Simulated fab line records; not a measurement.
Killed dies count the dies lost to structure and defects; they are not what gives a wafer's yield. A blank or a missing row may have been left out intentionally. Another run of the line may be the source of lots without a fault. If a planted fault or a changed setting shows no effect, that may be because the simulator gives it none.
fab line records | flow ritCmos
record lots=5 wafers=15 lastDay=6
route steps=202 shown CONTACT@178 M1@184
lots that met no fault: from a run of the same line without faults
startH: start of the lot's first displayed wafer, in hours after the record's first day | waitH: hours from the lot's prior step to this one | " same as the row above | L1.1+2: several wafers, shown together as one row | - no value, or no start given | * or withheld: withheld | < > ~ a bound
route shown NAME@n: NAME is a module with steps in the file, n the number in the route of the first one | usual: the fault-free wafers' mean and standard deviation | same: alike in all rows | chamber/n: place in a boat | sites: per-site readings | _std_site: their standard deviation | _edge_site: inner sites' mean taken away from outer sites' mean | radiusMm: how far each site lies from the wafer's centre | mask NAME#n: copy n | behind: the last tool/chamber to shape the wafer | hold: cause of the lot's hold/its duration in hours/its outcome | device: the n, p or np transistor that did not switch | end of line: at the end of the route, the tests of the same wafers | where a step has no rows: the recipe by itself | killed: not the wafer's yield, but the dies lost to structure and defects at the first sort | map: per-die view of a wafer (x killed, . not killed, _ where there is no die)
set.NAME: the setting that was run; set.NAME@STEP: the one run at that earlier step | model.NAME: the simulator's own value behind a step, which no gauge read
lots seen at some steps along the route; tables by step, rows by wafer
services: a tool's chamber out of use, with start hour (startH, from the record's first day; less than 0 if before it), hours out, and reason
## steps
# step RIT_CONTACT_HARDBAKE_10
# recipe resist=NOVOLAK tempC=140 timeS=60
# step RIT_CONTACT_ETCH_11
# recipe targetDepthA=4800 overEtchFrac=0.2 stopOn=TiSi2 chemistry=CHF3/CF4/Ar target=SiO2 CHF3_flow_sccm=50 cf4FlowSccm=10 Ar_flow_sccm=100 O2_flow_sccm=5 pressureMtorr=100 rfW=200 timeS=326.9
# usual O2_flow_sccm=5.002/0.015 drypumpMotorCurrentA=5.9/0.37 oesProductAu=0.990/0.014 throttleValvePct=8.83/0.13
# columns lot.wafer tool chamber startH waitH O2_flow_sccm drypumpMotorCurrentA oesProductAu rfHoursCounterH throttleValvePct
L462.2 rieDiel-03 1 68.68 0.1 5.004 6.3 0.984 115 8.91
L462.3 " 3 " " 5.018 6.4 0.967 68 8.78
L462.6 " 0 " " 4.978 5.6 1.012 - 9.03
L468.1 rieDiel-01 2 97.83 0.1 5.032 5.9 0.976 136 8.76
L468.2 " 0 " " 4.989 6.1 1.018 145 8.85
L468.5 " 3 " " 5.006 5.6 0.986 - 8.60
L471.2 rieDiel-04 3 112.06 0.1 5.002 6.3 0.971 17 8.63
L471.4 " 0 " " 4.993 5.1 0.976 - 8.86
L471.6 " 3 " " 5.002 6.3 0.968 - 8.61
L478.4 rieDiel-03 2 147.90 0.1 5.012 5.4 0.986 2 8.95
L478.5 " 1 " " 4.995 6.3 0.992 - 8.93
L478.6 " 0 " " 5.010 5.7 1.004 - 9.05
L479.1 rieDiel-01 0 150.55 0.1 4.970 6.1 1.010 146 8.86
L479.2 " 1 " " 5.000 6.0 0.992 20 8.69
L479.4 " 3 " " 4.986 5.6 0.979 4 8.59
# step RIT_CONTACT_STRIP_12
# recipe chemistry=O2 timeS=180 resist=NOVOLAK platenTempC=withheld powerW=500 pressureMtorr=4000 o2FlowSccm=4000
# usual drypumpMotorCurrentA=5.55/0.22
# columns lot.wafer tool chamber startH waitH drypumpMotorCurrentA rfHoursCounterH
L462.2 plasmaAsher-02 1 68.88 0.1 5.83 43
L462.3 " 0 " " 5.46 -
L462.6 " 1 " " 5.81 -
L468.1 plasmaAsher-03 1 98.02 0.1 5.18 45
L468.2 " 0 " " 5.55 45
L468.5 " 1 " " 5.14 -
L471.2 plasmaAsher-04 1 112.25 0.1 5.80 31
L471.4 " 1 " " 5.78 -
L471.6 " 0 " " 5.56 -
L478.4 plasmaAsher-04 1 148.15 0.2 5.81 -
L478.5 " 1 " " 5.78 -
L478.6 " 0 " " 5.56 -
L479.1 plasmaAsher-04 0 150.74 0.1 5.55 35
L479.2 " 1 " " 5.74 35
L479.4 " 1 " " 5.72 -
# step RIT_CONTACT_CD_MEAS_90
# recipe targetCdNm=1000
# usual cdNm=999.8/2.3
# columns lot.wafer tool chamber startH waitH cdNm
L462.2 cdSem-01 - 69.07 0.1 996.6
L462.3 " - " " 994.2
L462.6 " - " " 996.3
L468.1 cdSem-01 - 98.20 0.1 1001.9
L468.2 " - " " 1003.4
L468.5 " - " " 1001.6
L471.2 cdSem-02 - 112.45 0.1 1000.6
L471.4 " - " " 999.9
L471.6 " - " " 1000.4
L478.4 cdSem-02 - 148.33 0.1 1000.9
L478.5 " - " " 1001.8
L478.6 " - " " 998.9
L479.1 cdSem-01 - 150.92 0.1 994.3
L479.2 " - " " 995.6
L479.4 " - " " 996.2
# step RIT_CONTACT_CLEAN_13
# recipe chemistry=SC1 mix=3:3:50 timeS=600 tempC=75
# step RIT_CONTACT_CLEAN_14
# recipe chemistry=SC2 mix=3:3:50 timeS=600 tempC=75 dry=n2Spin
# step RIT_M1_SPUTTER_00
# recipe material=Al targetThkNm=400 powerW=2000 chamberPressurePa=0.4 gas=Ar timeS=500 substrateTempC=25
# usual throttleValvePct=29.9/1.5
# columns lot.wafer tool chamber startH waitH throttleValvePct
L462.2 pvdSputter-04 - 69.52 0.0 28.2
L462.3 " - " " 31.6
L462.6 " - " " 31.4
L468.1 pvdSputter-04 - 98.87 0.0 29.7
L468.2 " - " " 28.3
L468.5 " - " " 29.8
L471.2 pvdSputter-01 - 112.90 0.0 31.2
L471.4 " - " " 28.5
L471.6 " - " " 31.1
L478.4 pvdSputter-04 - 148.75 0.0 29.8
L478.5 " - " " 28.2
L478.6 " - " " 30.0
L479.1 pvdSputter-01 - 151.40 0.0 28.8
L479.2 " - " " 28.3
L479.4 " - " " 31.4
# step RIT_M1_RS_MEAS_01
# recipe thkMeasGauge=four-point-probe reads=Al_of_M1_SPUTTER_00
# usual M1_AL_RS=0.0735/0.00073
# columns lot.wafer tool chamber startH waitH M1_AL_RS[ohm/sq]
L462.2 filmMetro-01 - 69.84 0.2 0.0737
L462.3 " - " " 0.0723
L462.6 " - " " 0.0726
L468.1 filmMetro-01 - 99.17 0.1 0.0733
L468.2 " - " " 0.0744
L468.5 " - " " 0.0735
L471.2 filmMetro-02 - 113.21 0.2 0.0737
L471.4 " - " " 0.0733
L471.6 " - " " 0.0731
L478.4 filmMetro-02 - 149.11 0.2 0.0725
L478.5 " - " " 0.0737
L478.6 " - " " 0.0728
L479.1 filmMetro-02 - 151.70 0.1 0.0747
L479.2 " - " " 0.0735
L479.4 " - " " 0.0739
# step RIT_M1_THK_MEAS_02
# recipe thkMeasGauge=xrf reads=Al_of_M1_SPUTTER_00
# usual M1_AL_THK=400/4.9
# columns lot.wafer tool chamber startH waitH M1_AL_THK[nm]
L462.2 filmMetro-01 - 69.95 0.1 401
L462.3 " - " " 407
L462.6 " - " " 406
L468.1 filmMetro-01 - 99.29 0.1 400
L468.2 " - " " 397
L468.5 " - " " 401
L471.2 filmMetro-02 - 113.32 0.1 395
L471.4 " - " " 398
L471.6 " - " " 398
L478.4 filmMetro-02 - 149.20 0.1 404
L478.5 " - " " 393
L478.6 " - " " 398
L479.1 filmMetro-02 - 151.82 0.1 390
L479.2 " - " " 396
L479.4 " - " " 392
# step RIT_M1_HMDS_03
# recipe primeTimeS=60 primeTempC=140
# step RIT_M1_COAT_04
# recipe resist=NOVOLAK spinRpm=2000 resistThkNm=1300
# step RIT_M1_SOFTBAKE_05
# recipe resist=NOVOLAK tempC=90 timeS=60
# step RIT_M1_EXPOSE_06
# recipe maskId=M12 na=0.6 sourceShape=conventional sigmaOuter=0.5 targetCdNm=2600 doseMj=250
# usual reticleTempC=22.99/0.1
# columns lot.wafer tool chamber startH waitH mask reticleTempC
L462.2 ilineStepper-02 0 70.47 0.1 M12_R1#0 22.85
L462.3 " 0 " " M12_R1#0 22.91
L462.6 " 0 " " M12_R1#0 22.77
L468.1 ilineStepper-02 0 99.83 0.1 M12#0 23.03
L468.2 " 0 " " M12#0 22.99
L468.5 " 0 " " M12#0 22.99
L471.2 ilineStepper-01 0 113.97 0.2 M12#0 23.07
L471.4 " 0 " " M12#0 22.76
L471.6 " 0 " " M12#0 22.90
L478.4 ilineStepper-02 0 149.97 0.2 M12#0 23.00
L478.5 " 0 " " M12#0 23.04
L478.6 " 0 " " M12#0 22.94
L479.1 ilineStepper-01 0 152.45 0.2 M12#0 23.06
L479.2 " 0 " " M12#0 23.00
L479.4 " 0 " " M12#0 23.08
# step RIT_M1_PEB_07
# recipe resist=NOVOLAK tempC=withheld timeS=withheld
# step RIT_M1_DEVELOP_08
# recipe resist=NOVOLAK developTimeS=65.48 devTempC=23
# usual resistLineTempC=23.01/0.099
# columns lot.wafer tool chamber startH waitH resistLineTempC model.M1.cdNm
L462.2 lithoTrack-03 0 - - 23.15 2250
L462.3 " 0 " " 23.04 2250
L462.6 " 0 " " 23.01 2251
L468.1 lithoTrack-03 0 - - 23.03 2604
L468.2 " 0 " " 22.97 2604
L468.5 " 0 " " 22.97 2604
L471.2 lithoTrack-03 0 - - 23.00 2596
L471.4 " 0 " " 23.06 2597
L471.6 " 0 " " 23.14 2596
L478.4 lithoTrack-03 0 - - 22.91 2602
L478.5 " 0 " " 22.95 2602
L478.6 " 0 " " 22.92 2602
L479.1 lithoTrack-03 0 - - 22.92 2601
L479.2 " 0 " " 23.04 2601
L479.4 " 0 " " 22.99 2602
# step RIT_M1_CD_MEAS_09
# recipe targetCdNm=2600
# usual cdNm=2600.6/2.4
# columns lot.wafer tool chamber startH waitH cdNm
L462.2 cdSem-01 - 70.90 - 2250.0
L462.3 " - " " 2250.4
L462.6 " - " " 2250.8
L468.1 cdSem-01 - 100.26 - 2604.4
L468.2 " - " " 2604.5
L468.5 " - " " 2603.4
L471.2 cdSem-01 - 114.40 - 2596.6
L471.4 " - " " 2596.9
L471.6 " - " " 2596.4
L478.4 cdSem-02 - 150.41 - 2602.3
L478.5 " - " " 2601.5
L478.6 " - " " 2602.2
L479.1 cdSem-01 - 152.88 - 2600.4
L479.2 " - " " 2601.1
L479.4 " - " " 2601.4
# step RIT_M1_OVL_MEAS_10
# usual M1_OVL=-0.7/1.2
# columns lot.wafer tool chamber startH waitH M1_OVL[nm]
L462.2 overlay-01 - 71.00 0.1 0.9
L462.3 " - " " 0.4
L462.6 " - " " -0.5
L468.1 overlay-02 - 100.38 0.1 -0.6
L468.2 " - " " 0.9
L468.5 " - " " 0.8
L471.2 overlay-02 - 114.50 0.1 0.0
L471.4 " - " " -2.4
L471.6 " - " " 0.3
L478.4 overlay-02 - 150.48 0.1 0.1
L478.5 " - " " -0.3
L478.6 " - " " -0.7
L479.1 overlay-01 - 153.00 0.1 0.1
L479.2 " - " " 0.5
L479.4 " - " " 0.5
# step RIT_M1_HARDBAKE_11
# recipe resist=NOVOLAK tempC=140 timeS=120
# step RIT_M1_METAL_ETCH_12
# recipe stopOn=SiO2 chemistry=Cl2/BCl3 target=Al timeS=165 overEtchFrac=0.5 pressureMtorr=100 targetDepthA=6000 rfW=250 Cl2_flow_sccm=60 bcl3FlowSccm=50
# usual drypumpMotorCurrentA=6.1/0.41 oesProductAu=0.775/0.016 throttleValvePct=8.25/0.15
# columns lot.wafer tool chamber startH waitH drypumpMotorCurrentA oesProductAu rfHoursCounterH throttleValvePct model.M1.cdNm
L462.2 rieMetal-02 1 71.28 0.2 6.3 0.766 4 8.25 2249
L462.3 " 1 " " 6.3 0.772 - 8.25 2250
L462.6 " 1 " " 6.3 0.776 - 8.27 2251
L468.1 rieMetal-02 1 100.66 0.2 6.3 0.761 4 8.25 2605
L468.2 " 0 " " 6.5 0.756 5 8.06 2605
L468.5 " 0 " " 6.5 0.765 - 8.05 2604
L471.2 rieMetal-02 0 114.78 0.2 6.5 0.757 5 8.05 2598
L471.4 " 1 " " 6.4 0.765 - 8.26 2598
L471.6 " 0 " " 6.4 0.755 - 8.07 2598
L478.4 rieMetal-02 0 150.81 0.1 6.4 0.768 - 8.04 2604
L478.5 " 1 " " 6.3 0.765 - 8.26 2603
L478.6 " 0 " " 6.5 0.769 - 8.06 2603
L479.1 rieMetal-04 0 153.29 0.2 6.3 0.786 3 8.23 2601
L479.2 " 1 " " 6.0 0.798 3 8.33 2601
L479.4 " 0 " " 6.3 0.783 - 8.21 2602
# step RIT_M1_STRIP_13
# recipe chemistry=nmp resist=NOVOLAK tempC=80 timeS=600 dry=n2Spin
# step RIT_M1_STRIP_14
# recipe chemistry=O2 timeS=180 platenTempC=withheld powerW=500 pressureMtorr=4000 o2FlowSccm=4000
# usual drypumpMotorCurrentA=5.70/0.24
# columns lot.wafer tool chamber startH waitH drypumpMotorCurrentA rfHoursCounterH
L462.2 plasmaAsher-02 0 71.62 0.0 5.53 43
L462.3 " 0 " " 5.51 -
L462.6 " 0 " " 5.49 -
L468.1 plasmaAsher-02 1 101.18 0.0 5.80 47
L468.2 " 0 " " 5.48 47
L468.5 " 0 " " 5.48 -
L471.2 plasmaAsher-01 1 115.12 0.0 5.54 48
L471.4 " 1 " " 5.52 -
L471.6 " 1 " " 5.53 -
L478.4 plasmaAsher-02 1 151.15 0.1 5.81 -
L478.5 " 1 " " 5.79 -
L478.6 " 0 " " 5.49 -
L479.1 plasmaAsher-02 0 153.63 0.0 5.54 53
L479.2 " 1 " " 5.80 53
L479.4 " 0 " " 5.51 -
# step RIT_M1_CD_MEAS_90
# recipe targetCdNm=2600
# usual cdNm=2600/3.2
# columns lot.wafer tool chamber startH waitH cdNm
L462.2 cdSem-02 - 71.81 0.1 2249
L462.3 " - " " 2250
L462.6 " - " " 2251
L468.1 cdSem-02 - 101.35 0.1 2605
L468.2 " - " " 2605
L468.5 " - " " 2604
L471.2 cdSem-02 - 115.32 0.1 2598
L471.4 " - " " 2598
L471.6 " - " " 2598
L478.4 cdSem-02 - 151.32 0.1 2604
L478.5 " - " " 2603
L478.6 " - " " 2602
L479.1 cdSem-02 - 153.80 0.1 2601
L479.2 " - " " 2601
L479.4 " - " " 2602
# step RIT_M1_ANNEAL_15
# recipe tempC=446.5 timeS=1800 ambient=forming_gas_H2N2
# step RIT_M1_PROBE_99
# usual defectLimitedYield=97.4/1.2 killed_at_M0_to_M3=0.0/0.083 killedAtFrontEnd=7/3 killedDies=7/3.1 killedOnRim=1.8/1.4 killedOpen=3.4/2.1 killedShort=3.4/2 sort_bin_3_pad_short=0.1/0.23 sort_bin_5_function=1.5/0.76 sort_bin_6_memory=1.0/0.74 sortNPass=257/3.1 sortYieldPct=97.4/1.2
# same grossDies=264 killed_at_M4_up=0 killedAtBackSide=0 killedAtContacts=0 killedAtOther=0
# columns lot.wafer tool chamber startH waitH defectLimitedYield[%] killed_at_M0_to_M3 killedAtFrontEnd killedDies killedOnRim killedOpen killedShort sort_bin_3_pad_short[%] sort_bin_5_function[%] sort_bin_6_memory[%] sortNPass sortYieldPct[%] model.etest.m1.widthNm model.etest.tester.sortNPass model.etest.tester.sortYieldPct model.etest.tester.sort_bin_5_pct model.etest.nmos_0p15.junctionLog10AUm model.etest.nmosNarrow.offLog10AUm model.etest.gateEndArray.leakLog10AUm model.etest.nmos_0p3.offLog10AUm
L462.2 prober-01 - 73.58 0.1 88.3 25 6 31 22 6 1 0 10.2 1.5 233 88.3 2252 233 88.26 10.23 -11.78 -11.78 -11.62 -11.76
L462.3 prober-01 - 73.63 0.2 86.0 29 8 37 26 4 4 0.4 13.3 0.4 227 86.0 2252 227 85.98 13.26 -11.97 -11.97 -11.82 -11.94
L462.6 prober-01 - 73.78 0.2 86.0 31 6 37 24 6 0 0 13.3 0.8 227 86.0 2253 227 85.98 13.26 -11.96 -11.95 -11.69 -11.94
L468.1 prober-01 - 103.09 0.1 97.0 0 8 8 3 2 6 0 2.3 0.8 256 97.0 2605 256 96.97 2.273 -13.51 -13.19 -13.04 -13.06
L468.2 prober-01 - 103.14 0.1 98.5 0 4 4 2 0 4 0 1.1 0.4 260 98.5 2604 260 98.48 1.136 -13.5 -13.15 -12.92 -13.07
L468.5 prober-01 - 103.29 0.2 98.1 0 5 5 0 2 3 0 1.5 0.4 259 98.1 2608 259 98.11 1.515 -13.55 -13.17 -12.9 -13.07
L471.2 prober-02 - 117.09 0.1 98.9 0 3 3 2 2 1 0 0.8 0.4 261 98.9 2600 261 98.86 0.7576 -13.65 -13.2 -13.03 -13.26
L471.4 prober-02 - 117.19 0.2 98.9 0 3 3 0 1 2 0.4 0.4 0.4 261 98.9 2587 261 98.86 0.3788 -13.73 -13.34 -13.05 -13.13
L471.6 prober-02 - 117.29 0.2 97.3 0 7 7 1 5 2 0.4 1.1 1.1 257 97.3 2593 257 97.35 1.136 -13.5 -13.35 -12.95 -13.19
L478.4 prober-01 - 153.15 0.2 95.8 0 11 11 5 5 6 0.4 1.5 2.3 253 95.8 2604 253 95.83 1.515 -13.63 -13.31 -12.85 -12.99
L478.5 prober-01 - 153.20 0.2 97.7 0 6 6 2 2 4 0 1.5 0.8 258 97.7 2602 258 97.73 1.515 -13.74 -13.26 -12.84 -13.05
L478.6 prober-01 - 153.25 0.2 97.3 0 7 7 1 5 2 0 0.8 1.9 257 97.3 2604 257 97.35 0.7576 -13.55 -13.31 -12.99 -13.15
L479.1 prober-02 - 155.54 0.1 97.7 0 6 6 4 2 4 0 1.1 1.1 258 97.7 2594 258 97.73 1.136 -13.65 -13.18 -12.95 -13.12
L479.2 prober-02 - 155.59 0.1 96.6 0 9 9 2 5 4 0.4 1.5 1.5 255 96.6 2596 255 96.59 1.515 -13.72 -13.16 -12.94 -13.07
L479.4 prober-02 - 155.69 0.2 98.5 0 4 4 2 3 1 0 0.8 0.8 260 98.5 2600 260 98.48 0.7576 -13.48 -13.28 -13.04 -13.12
# killed by level:class
L462.2 M1:areaExpose=24 GATE:geometricParticle:open=3 REOX:geometricParticle:open=2 FOX1:geometricParticle:open=1 M1:geometricParticle:short=1
L462.3 M1:areaExpose=29 FOX2:geometricParticle:short=2 GATE:geometricParticle:open=2 ACTIVE:geometricParticle:short=1 FOX1:geometricParticle:open=1 GATE:geometricParticle:short=1 SPACER:geometricParticle:open=1
L462.6 M1:areaExpose=31 FOX1:geometricParticle:open=2 GATE:geometricParticle:open=2 SPACER:geometricParticle:open=2
L468.1 GATE:geometricParticle:short=4 GATE:geometricParticle:open=2 FOX1:geometricParticle:short=1 SPACER:geometricParticle:short=1
L468.2 SILICIDE:geometricParticle:short=2 GATE:geometricParticle:short=1 SPACER:geometricParticle:short=1
L468.5 GATE:geometricParticle:open=2 SPACER:geometricParticle:short=2 SILICIDE:geometricParticle:short=1
L471.2 FOX1:geometricParticle:short=1 FOX2:geometricParticle:open=1 GATE:geometricParticle:open=1
L471.4 FOX1:geometricParticle:short=1 FOX1:geometricParticle:open=1 GATE:geometricParticle:short=1
L471.6 GATE:geometricParticle:open=3 FOX1:geometricParticle:open=1 FOX1:geometricParticle:short=1 GATE:geometricParticle:short=1 SPACER:geometricParticle:open=1
L478.4 GATE:geometricParticle:short=4 GATE:geometricParticle:open=4 FOX1:geometricParticle:short=1 REOX:geometricParticle:open=1 SILICIDE:geometricParticle:short=1
L478.5 SILICIDE:geometricParticle:short=3 GATE:geometricParticle:open=2 GATE:geometricParticle:short=1
L478.6 GATE:geometricParticle:open=4 GATE:geometricParticle:short=2 SILICIDE:geometricParticle:open=1
L479.1 GATE:geometricParticle:short=2 FOX2:geometricParticle:short=1 GATE:geometricParticle:open=1 REOX:geometricParticle:short=1 REOX:geometricParticle:open=1
L479.2 FOX1:geometricParticle:open=2 GATE:geometricParticle:short=2 GATE:geometricParticle:open=2 FOX1:geometricParticle:short=1 SPACER:geometricParticle:open=1 SILICIDE:geometricParticle:short=1
L479.4 GATE:geometricParticle:short=1 GATE:geometricParticle:open=1 REOX:geometricParticle:open=1 SPACER:geometricParticle:open=1
# map L462.3 (x killed, . not)
________......._______
_____.............____
____.............xx___
___.................__
__..x...............x_
__x.................._
_x....................
_x...........x..x.....
_.................x.x.
_x.x................x.
__.......x..........._
__.xx.............xx._
___x................__
____xx........xx..x___
_____.xx......x.xx____
________xxxxxxx_______
# map L468.1 (x killed, . not)
________.x....._______
_____x............____
____............x..___
___.......x.........__
__x.................._
__...........x......._
_.....................
_...x.................
_.....................
_.....................
__..................._
__..................._
___.................__
____...x...........___
_____.............____
________......._______
## services
# columns tool chamber startH hours kind
ilineStepper-02 - 52.71 1.7 pm
ilineStepper-02 0 55.42 - calibration
plasmaAsher-04 - 66.03 15.6 pm
rieDiel-04 2 71.51 3.9 repair
rieMetal-02 1 74.30 22.1 repair
rieDiel-01 0 76.20 3.1 repair
rieDiel-03 3 78.41 6.2 repair
pvdSputter-01 - 78.45 3.6 repair
rieDiel-04 - 79.90 14.6 pm
pvdSputter-01 - 85.88 3.1 repair
rieDiel-04 - 94.50 15.6 pm
ilineStepper-01 - 96.02 1.7 pm
ilineStepper-01 0 105.76 - calibration
plasmaAsher-03 - 108.75 9.0 pm
plasmaAsher-03 0 108.75 9.0 ventCycle
rieDiel-04 - 119.46 1.1 repair
rieDiel-04 - 124.64 2.8 pm
rieDiel-01 3 126.93 15.4 repair
plasmaAsher-02 - 128.20 0.5 repair
rieDiel-04 0 137.42 5.9 repair
plasmaAsher-03 - 138.30 0.8 repair
rieMetal-02 1 140.00 1.1 repair
plasmaAsher-03 - 142.61 4.9 repair
rieDiel-04 3 142.82 4.6 repair
## key
firstSign step=RIT_M1_EXPOSE_06 reading=mask direction=changed
effect step=RIT_M1_CD_MEAS_09 reading=cdNm direction=down sigmas=99+ usual=2600.6 struck=2250.4
effect step=RIT_M1_CD_MEAS_90 reading=cdNm direction=down sigmas=99+ usual=2600 struck=2250
effect step=RIT_M1_PROBE_99 reading=killed_at_M0_to_M3 direction=up sigmas=28 usual=0.0 struck=28.3
modelEffect step=RIT_M1_DEVELOP_08 value=M1.cdNm without=2600 struck=2250
modelEffect step=RIT_M1_METAL_ETCH_12 value=M1.cdNm without=2600 struck=2250
modelEffect step=RIT_M1_PROBE_99 value=etest.m1.widthNm without=2603 struck=2253
moreKillsBornAt RIT_M1_EXPOSE_06@ilineStepper-02=84
metAt RIT_M1_EXPOSE_06
struckWafers L462.2,L462.3,L462.6
fault kind=wrongMask tool=any chamber=- onsetH=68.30 steps=RIT_M1_EXPOSE_06 auxCopy=M12_R1#0 cdOffsetNm=-350 scope=struckLotsOnly
